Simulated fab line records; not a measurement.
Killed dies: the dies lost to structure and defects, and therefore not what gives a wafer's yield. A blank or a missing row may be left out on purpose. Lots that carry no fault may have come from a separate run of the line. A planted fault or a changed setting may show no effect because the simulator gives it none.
Lot-split experiment -- flow berkeley_cmos170 -- 23 wafers read from 5 lots, route of 331 steps

## THE SPLIT ITSELF
At UCB170_PFIELD_COAT_01 (resist thk 900 nm), the setting spin_rpm was moved away from the recipe's 1500 rpm on 6 of the 23 wafers read, by -5.2% to -2.3%. For the rest of the wafers, this setting stayed at what the recipe calls for.

The reading is taken at the split's own step.

## THE READING
KrF_of_PFIELD_COAT_01.thk_nm (the simulator's own value, which no gauge read), in nm, at UCB170_PFIELD_COAT_01 (resist thk 900 nm). The file gives no usual value for it. Across the 17 wafers here that went through the recipe, the average is 898.7 nm and the standard deviation 2.9 nm.

wafer,"tool, chamber at the split","spin_rpm as run, rpm",against the recipe,"KrF_of_PFIELD_COAT_01.thk_nm, nm",against lot-mates on the recipe
L079.1,"litho_track-01, 0",1465,-2.3%,908.1,+10.6
L079.2,"litho_track-01, 0",1500,recipe,898.1,-
L079.3,"litho_track-01, 0",1465,-2.3%,908,+10.5
L079.4,"litho_track-01, 0",1465,-2.3%,907.5,+10.0
L079.5,"litho_track-01, 0",1500,recipe,897,-
L078.1,"litho_track-01, 0",1500,recipe,894,-
L078.3,"litho_track-01, 0",1422,-5.2%,915.8,+21.0
L078.4,"litho_track-01, 0",1422,-5.2%,919.5,+24.7
L078.5,"litho_track-01, 0",1422,-5.2%,918.3,+23.5
L078.6,"litho_track-01, 0",1500,recipe,895.6,-
L080.1,"litho_track-01, 0",1500,recipe,899.8,-
L080.4,"litho_track-01, 0",1500,recipe,902.1,-
L080.6,"litho_track-01, 0",1500,recipe,901.2,-
L081.2,"litho_track-03, 0",1500,recipe,897.6,-
L081.3,"litho_track-03, 0",1500,recipe,894.7,-
L081.4,"litho_track-03, 0",1500,recipe,898.1,-
L081.5,"litho_track-03, 0",1500,recipe,895.7,-
L081.6,"litho_track-03, 0",1500,recipe,897.3,-
L083.1,"litho_track-04, 0",1500,recipe,900,-
L083.3,"litho_track-04, 0",1500,recipe,898.2,-
L083.4,"litho_track-04, 0",1500,recipe,901.7,-
L083.5,"litho_track-04, 0",1500,recipe,900.5,-
L083.6,"litho_track-04, 0",1500,recipe,905.6,-

THE FIT
A straight line over all 23 wafers: KrF_of_PFIELD_COAT_01.thk_nm changes by -3.73 nm for each +1% of spin_rpm; r = -0.93; the points scatter about the line by 2.7 nm.
The same after taking each lot's own level away (the mean of its wafers on the recipe; 23 wafers): -4.43 nm for each +1%; r = -0.98; scatter 1.6 nm.
That fit puts the effect of the largest move of spin_rpm on the reading at 23 nm.
Measured against the standard deviation above, the lots' own levels, which go from 894.80 to 901.20 nm, span 2.2 times it.
Hence the slope depends on the lot-to-lot level, as the two fits are not the same.
Check: +23.9 nm against its lot-mates is what the line predicts for one of the wafers moved furthest among these (-5.2%) when that wafer is left out of the fit. It came out at +21 nm against them.

## OTHER SPLITS APPLIED TO THESE WAFERS
These wafers also went through other splits before the reading. Each is held against what the fit with the lots' levels taken away leaves over:
other split on the same wafers,wafers away from the commonest value,r with KrF_of_PFIELD_COAT_01.thk_nm (lot level and that fit taken away)
UCB170_START_OXIDATION_02 temp_c,10,+0.00
UCB170_ACTIVE_EXPOSE_10 dose_mj,4,+0.12

## THE WHOLE CHAIN: every reading that the file lists as answering this split, in the file's order
step,what it does,reading,change (the file's fit),r (the file's)
UCB170_PFIELD_COAT_01,resist thk 900 nm,"KrF_of_PFIELD_COAT_01.thk_nm (the simulator's own value, which no gauge read)",-4.42 nm for each +1% of the setting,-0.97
UCB170_PFIELD_STRIP_08,strips in O2,strip_time_to_endpoint_s,withheld for each +1% of the setting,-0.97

## FILE'S OWN FIT
KrF_of_PFIELD_COAT_01.thk_nm changes by -4.42 nm for each +1% of spin_rpm, r = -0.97.
